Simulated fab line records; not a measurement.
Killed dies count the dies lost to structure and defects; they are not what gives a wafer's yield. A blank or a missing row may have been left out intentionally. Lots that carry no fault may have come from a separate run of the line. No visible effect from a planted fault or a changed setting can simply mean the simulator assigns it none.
Which tool is to blame? ; flow rit_cmos ; Sampling: 14 lots, 42 wafers, 3 of 202 route steps

## WHAT THE GAUGES READ, wafer by wafer
RIT_ACTIVE_CD_MEAS_90: the cd target is 1400 nm.
lot;measured;on;cd_nm (nm)
L496;day 1 15:01;cd_sem-01;1400.9 1400.4 1402.9
L497;day 1 20:55;cd_sem-01;1398.9 1400.9 1400.2
L500;day 2 11:10;cd_sem-02;1403.5 1403.0 1402.5
L501;day 2 16:01;cd_sem-02;1399.5 1400.1 1400.2
L503;day 3 02:13;cd_sem-02;1400.9 1400.9 1399.4
L504;day 3 07:35;cd_sem-02;1399.8 1398.5 1400.7
L505;day 3 12:01;cd_sem-02;1400.2 1400.8 1399.4
L507;day 3 23:59;cd_sem-02;1400.7 1399.1 1400.8
L510;day 4 13:53;cd_sem-01;1403.3 1402.6 1402.8
L511;day 4 19:23;cd_sem-01;1399.1 1400.3 1400.0
L516;day 5 19:01;cd_sem-02;1400.0 1398.6 1401.5
L517;day 6 00:01;cd_sem-01;1398.2 1398.5 1399.8
L518;day 6 05:08;cd_sem-01;1399.5 1399.3 1399.3
L519;day 6 10:10;cd_sem-02;1401.2 1397.3 1398.9

RIT_FOX2_THK_MEAS_01.
lot;measured;on;FOX2_OXIDE_THK (nm)
L496;day 1 19:52;film_metro-02;330 340 337
L497;day 2 00:14;film_metro-04;346 339 346
L500;day 2 14:37;film_metro-02;329 328 328
L501;day 2 19:22;film_metro-02;332 329 332
L503;day 3 05:42;film_metro-02;329 330 329
L504;day 3 11:41;film_metro-02;334 335 331
L505;day 3 16:52;film_metro-04;348 343 338
L507;day 4 04:09;film_metro-04;328 331 326
L510;day 4 17:10;film_metro-03;324 328 327
L511;day 4 22:52;film_metro-04;324 328 328
L516;day 5 22:44;film_metro-04;327 334 337
L517;day 6 03:22;film_metro-04;329 328 329
L518;day 6 09:02;film_metro-04;319 315 319
L519;day 6 13:41;film_metro-02;325 334 331

## WHICH TOOL RAN EACH LOT (tool, then ch and the chambers of the sampled wafers, then the start)
lot;RIT_ACTIVE_STRIP_14
L496;plasma_asher-03 ch 0,1, day 1 14:50
L497;plasma_asher-04 ch 0,1, day 1 20:44
L500;plasma_asher-03 ch 0,1, day 2 10:58
L501;plasma_asher-04 ch 0,1, day 2 15:50
L503;plasma_asher-02 ch 0, day 3 02:01
L504;plasma_asher-04 ch 0,1, day 3 07:24
L505;plasma_asher-04 ch 0,1, day 3 11:50
L507;plasma_asher-04 ch 0,1, day 3 23:47
L510;plasma_asher-03 ch 0,1, day 4 13:44
L511;plasma_asher-03 ch 1, day 4 19:11
L516;plasma_asher-03 ch 0,1, day 5 18:50
L517;plasma_asher-04 ch 0,1, day 5 23:50
L518;plasma_asher-02 ch 0,1, day 6 04:58
L519;plasma_asher-04 ch 0,1, day 6 09:58
- RIT_ACTIVE_STRIP_14: strips in O2, time 180 s.

## AS READ BY THE TOOLS THEMSELVES (means over the sampled wafers that have a number; for cases with no such wafer, the mark the record gives instead)
RIT_ACTIVE_STRIP_14.
lot;tool;drypump_motor_current_A (A);rf_refl_power_W (W)
L496;plasma_asher-03;5.73;6.3
L497;plasma_asher-04;5.32;6.9
L500;plasma_asher-03;5.72;6.3
L501;plasma_asher-04;5.43;6.5
L503;plasma_asher-02;5.74;5.9
L504;plasma_asher-04;5.43;6.4
L505;plasma_asher-04;5.43;6.3
L507;plasma_asher-04;5.33;6.8
L510;plasma_asher-03;5.75;7.7
L511;plasma_asher-03;5.72;5.0
L516;plasma_asher-03;5.76;7.6
L517;plasma_asher-04;5.33;7.1
L518;plasma_asher-02;5.62;6.0
L519;plasma_asher-04;5.31;6.9

## THE ANSWER, worked out from the rows above alone
Rule: the usual values come from the lots themselves. Put in order of their means at a reading, lots are off if they are a third of the lots or fewer, leave a main group of 4 or more, and stand apart from it by a gap of 3 or more times the standard deviation of the main group's means; of several such gaps the widest counts. If all means in a main group match to the digits the tables above print for the reading, that group is not used. A lot without any number at a reading at which 4 lots or more have one is off too. The other lots that the step has rows for count as sound. First the gauges in route order, then the tools' own readings, where a lot's mean is used as printed above. The first step at which some lot is off is used, and at that step the reading that is off furthest; a lot without a number counts as furthest.
No lot is off at any reading shown: from this, nothing can be told.

## WHAT THE SIMULATOR PUT IN
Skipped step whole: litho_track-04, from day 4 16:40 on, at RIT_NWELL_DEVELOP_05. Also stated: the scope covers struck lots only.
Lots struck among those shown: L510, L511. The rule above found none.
